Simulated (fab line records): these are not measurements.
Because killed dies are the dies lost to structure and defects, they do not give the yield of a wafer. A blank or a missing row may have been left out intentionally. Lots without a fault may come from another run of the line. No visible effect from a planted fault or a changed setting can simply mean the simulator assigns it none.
Which tool was responsible? | flow berkeleyCmos170 | Sampling: 14 lots, 42 wafers, 2 of 331 route steps

## WHAT THE GAUGES SHOWED, per wafer
UCB170_GATE_THK_MEAS_05. Usual: GATE_POLY_THK gives 213.5 nm (standard deviation 2.7).
lot  | measured     | on           | GATE_POLY_THK (nm)                  | flag
L406 | day 6 02:37  | filmMetro-04 | 210.8 209.2 211.7                   | 
L408 | day 6 02:37  | filmMetro-02 | 209.9 208.4 208.9                   | 
L409 | day 7 04:17  | filmMetro-02 | 210.7 211.0 212.3                   | 
L410 | day 7 04:18  | filmMetro-04 | 212.8 212.3 213.7                   | 
L411 | day 7 04:17  | filmMetro-01 | 210.9 213.7 213.4                   | 
L412 | day 7 04:20  | filmMetro-04 | 214.3 215.0 213.2                   | 
L414 | day 8 01:26  | filmMetro-02 | 212.0 212.6 210.6                   | 
L415 | day 8 17:17  | filmMetro-04 | 213.3 213.5 213.2                   | 
L417 | day 8 17:21  | filmMetro-01 | 210.6 213.0 212.9                   | 
L419 | day 8 23:08  | filmMetro-02 | 215.2 216.5 214.7                   | 
L420 | day 8 23:09  | filmMetro-01 | 215.9 216.9 217.9                   | 
L422 | day 9 14:52  | filmMetro-01 | 211.2 211.1 211.3                   | 
L427 | day 10 08:34 | filmMetro-04 | 233.1 234.0 232.5 233.2 234.0 232.4 | OFF
L429 | day 10 08:34 | filmMetro-01 | 238.3 237.5 237.1 238.1 237.6 237.0 | OFF

## WHAT TOOL EACH LOT RAN ON (gives the tool, then ch and the chambers of the sampled wafers, and finally the start)
lot  | UCB170_GATE_CVD_04
L406 | lpcvd-02 ch 1, day 6 01:13
L408 | lpcvd-02 ch 1, day 6 01:13
L409 | lpcvd-02 ch 1, day 7 02:53
L410 | lpcvd-02 ch 1, day 7 02:53
L411 | lpcvd-02 ch 1, day 7 02:53
L412 | lpcvd-02 ch 1, day 7 02:53
L414 | lpcvd-01 ch 1, day 8 00:02
L415 | lpcvd-02 ch 1, day 8 15:52
L417 | lpcvd-02 ch 1, day 8 15:52
L419 | lpcvd-02 ch 0, day 8 21:44
L420 | lpcvd-02 ch 0, day 8 21:44
L422 | lpcvd-01 ch 0, day 9 12:46
L427 | lpcvd-02 ch 1, day 10 07:10
L429 | lpcvd-02 ch 1, day 10 07:10
- UCB170_GATE_CVD_04: deposits poly-Si from SiH4, time 1440 s, target thk 214 nm.

## WHAT THE TOOLS THEMSELVES READ (means of the sampled wafers that have a number; where no wafer has one, the mark that the record gives instead)
UCB170_GATE_CVD_04. Usual: spikeTcCentreC 612.6 C, standard deviation 1.1; spikeTcSourceC 630.0 C, standard deviation 1.3.
lot  | tool     | spikeTcCentreC (C) | spikeTcSourceC (C) | flag
L406 | lpcvd-02 | 612.1              | 629.5              | 
L408 | lpcvd-02 | 612.9              | 630.3              | 
L409 | lpcvd-02 | 613.4              | 630.1              | 
L410 | lpcvd-02 | 612.8              | 630.3              | 
L411 | lpcvd-02 | 612.5              | 630.2              | 
L412 | lpcvd-02 | 612.5              | 629.6              | 
L414 | lpcvd-01 | 613.4              | 631.0              | 
L415 | lpcvd-02 | 612.7              | 630.9              | 
L417 | lpcvd-02 | 612.8              | 630.7              | 
L419 | lpcvd-02 | 612.1              | 628.7              | 
L420 | lpcvd-02 | 611.7              | 629.9              | 
L422 | lpcvd-01 | 613.5              | 630.6              | 
L427 | lpcvd-02 | 612.9              | 629.1              | 
L429 | lpcvd-02 | 612.1              | 630.9              | 

## THE ANSWER, worked out from the rows above alone
Rule: a lot counts as off when the mean over its wafers that have a number is more than 3 standard deviations away from the usual mean. Also off: a lot with no number at a reading for which 4 or more lots have one. All remaining lots with rows at the step are treated as sound. Order of review: gauges by route order, followed by the tools' own readings, for which a lot's mean as printed above is used. At the first step where some lot is off, the reading lying furthest off is the one used; lots without a number count as furthest.
Off: at UCB170_GATE_THK_MEAS_05 (GATE_POLY_THK), L427, L429.
If a tool, at a process step before that reading, ran all the lots that are off and no sound lot after the first of them, it fits. Those tools and the gauges at UCB170_GATE_THK_MEAS_05 are tried in the same way. One candidate fits, namely lpcvd-02 at UCB170_GATE_CVD_04. Its last sound lot is L419 (day 8 21:44), its first lot that is off L427 (day 10 07:10): a fault that began between those two fits.

## WHAT WAS PUT IN BY THE SIMULATOR
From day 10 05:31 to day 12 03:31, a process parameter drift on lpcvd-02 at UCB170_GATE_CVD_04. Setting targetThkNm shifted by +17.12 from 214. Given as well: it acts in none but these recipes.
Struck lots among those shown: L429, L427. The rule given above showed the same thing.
